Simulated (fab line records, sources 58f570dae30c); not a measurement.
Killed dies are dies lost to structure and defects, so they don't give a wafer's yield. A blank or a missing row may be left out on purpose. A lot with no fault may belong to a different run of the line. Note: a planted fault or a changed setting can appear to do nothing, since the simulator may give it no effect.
Which tool did it? | flow berkeley-cmos170 | 13 lots, 39 wafers sampled, at 3 steps of a route of 331

WHAT THE GAUGES SHOWED, per wafer
UCB170_SDANNEAL_RS_MEAS_02: measurement is done with a four-point probe. Usual: for PSD_RS the level is 75.6 ohm/sq and the standard deviation is 0.32.
lot  | measured     | on            | PSD_RS (ohm/sq) | flag
L602 | day 6 16:28  | film-metro-03 | 75.6 75.6 75.8  |
L603 | day 6 16:43  | film-metro-02 | 75.6 75.5 75.5  |
L604 | day 7 01:56  | film-metro-02 | 75.1 74.9 75.1  |
L605 | day 7 14:03  | film-metro-03 | 74.0 74.0 74.4  | OFF
L609 | day 8 13:49  | film-metro-01 | 73.8 73.5 74.0  | OFF
L616 | day 9 19:01  | film-metro-01 | 75.5 76.1 75.8  |
L619 | day 10 16:31 | film-metro-03 | 76.1 76.1 75.9  |
L620 | day 10 17:09 | film-metro-02 | 75.6 75.4 75.7  |
L621 | day 11 01:37 | film-metro-02 | 76.0 75.7 75.5  |
L623 | day 11 09:52 | film-metro-02 | 75.6 75.8 75.5  |
L622 | day 11 13:23 | film-metro-02 | 75.8 75.9 75.8  |
L624 | day 11 22:04 | film-metro-02 | 75.4 75.5 75.3  |
L625 | day 12 09:59 | film-metro-03 | 75.8 75.6 75.7  |

UCB170_SDANNEAL_RS_MEAS_03: measurement is done with a four-point probe. Usual: for NSD_RS the level is 37.28 ohm/sq and the standard deviation is 0.096.
lot  | measured     | on            | NSD_RS (ohm/sq)   | flag
L602 | day 6 16:35  | film-metro-03 | 37.35 37.24 37.36 |
L603 | day 6 16:50  | film-metro-02 | 37.15 37.04 37.18 |
L604 | day 7 02:03  | film-metro-02 | 37.36 37.35 37.38 |
L605 | day 7 14:10  | film-metro-03 | 36.91 37.04 36.92 | OFF
L609 | day 8 13:56  | film-metro-01 | 37.01 36.89 37.00 | OFF
L616 | day 9 19:08  | film-metro-01 | 37.28 37.31 37.22 |
L619 | day 10 16:38 | film-metro-03 | 37.26 37.26 37.27 |
L620 | day 10 17:16 | film-metro-02 | 37.25 37.16 37.20 |
L621 | day 11 01:44 | film-metro-02 | 37.30 37.23 37.26 |
L623 | day 11 09:59 | film-metro-02 | 37.31 37.43 37.34 |
L622 | day 11 13:31 | film-metro-02 | 37.33 37.33 37.30 |
L624 | day 11 22:11 | film-metro-02 | 37.27 37.30 37.25 |
L625 | day 12 10:07 | film-metro-03 | 37.21 37.18 37.21 |

WHICH TOOL RAN EACH LOT (tool, then ch and the chambers of the sampled wafers, then the start)
lot  | UCB170_SDANNEAL_RTA_01
L602 | rtp-anneal-02 ch 0, day 6 16:23
L603 | rtp-anneal-01 ch 0, day 6 16:40
L604 | rtp-anneal-02 ch 0, day 7 01:53
L605 | rtp-anneal-01 ch 0, day 7 13:56
L609 | rtp-anneal-01 ch 0, day 8 13:46
L616 | rtp-anneal-02 ch 0, day 9 18:58
L619 | rtp-anneal-02 ch 0, day 10 16:26
L620 | rtp-anneal-01 ch 0, day 10 17:04
L621 | rtp-anneal-02 ch 0, day 11 01:32
L623 | rtp-anneal-01 ch 0, day 11 09:49
L622 | rtp-anneal-01 ch 0, day 11 13:19
L624 | rtp-anneal-01 ch 0, day 11 22:01
L625 | rtp-anneal-02 ch 0, day 12 09:55
- UCB170_SDANNEAL_RTA_01: time 5 s.

WHAT THE TOOLS THEMSELVES READ (means of the sampled wafers that have a number; where no wafer has one, the mark that the record gives instead)
UCB170_SDANNEAL_RTA_01. Usual: chamber-o2-ppm 1.995, standard deviation 0.025; lamp-power-pct 39.1 %, standard deviation 1.5; wafer_temp_C_max 1054.8, standard deviation 0.96.
lot  | tool          | chamber-o2-ppm | lamp-power-pct (%) | wafer_temp_C_max | flag
L602 | rtp-anneal-02 | 2.033          | 37.5               | 1055.0           |
L603 | rtp-anneal-01 | 1.994          | 40.6               | 1055.8           |
L604 | rtp-anneal-02 | 1.984          | 37.5               | 1054.1           |
L605 | rtp-anneal-01 | 2.029          | 40.6               | 1054.3           |
L609 | rtp-anneal-01 | 1.987          | 40.6               | 1055.6           |
L616 | rtp-anneal-02 | 2.006          | 37.6               | 1054.2           |
L619 | rtp-anneal-02 | 1.989          | 37.5               | 1054.8           |
L620 | rtp-anneal-01 | 2.003          | 40.6               | 1054.2           |
L621 | rtp-anneal-02 | 2.004          | 37.5               | 1056.0           |
L623 | rtp-anneal-01 | 1.984          | 40.6               | 1055.5           |
L622 | rtp-anneal-01 | 1.958          | 40.6               | 1055.0           |
L624 | rtp-anneal-01 | 2.005          | 40.6               | 1055.7           |
L625 | rtp-anneal-02 | 1.987          | 37.6               | 1054.2           |

THE ANSWER, worked out from the rows above alone
Rule: lot off if the mean of its wafers having a number is beyond 3 standard deviations from the usual mean. Also off: a lot with no number at a reading for which 4 or more lots have one. Where the step has rows for the other lots, those lots are counted as sound. The gauges are gone through in route order, then the tools' own readings, and for those a lot's mean is taken as printed above. At the first step where some lot is off, the reading lying furthest off is the one used; lots without a number count as furthest.
Off: at UCB170_SDANNEAL_RS_MEAS_02 (PSD_RS), L605, L609.
A tool fits if, at a process step before that reading, it ran every lot that is off, and no sound lot after the first of them. The gauges at UCB170_SDANNEAL_RS_MEAS_02 are tried like those tools. None of those tried fits.

WHAT WAS PUT IN BY THE SIMULATOR
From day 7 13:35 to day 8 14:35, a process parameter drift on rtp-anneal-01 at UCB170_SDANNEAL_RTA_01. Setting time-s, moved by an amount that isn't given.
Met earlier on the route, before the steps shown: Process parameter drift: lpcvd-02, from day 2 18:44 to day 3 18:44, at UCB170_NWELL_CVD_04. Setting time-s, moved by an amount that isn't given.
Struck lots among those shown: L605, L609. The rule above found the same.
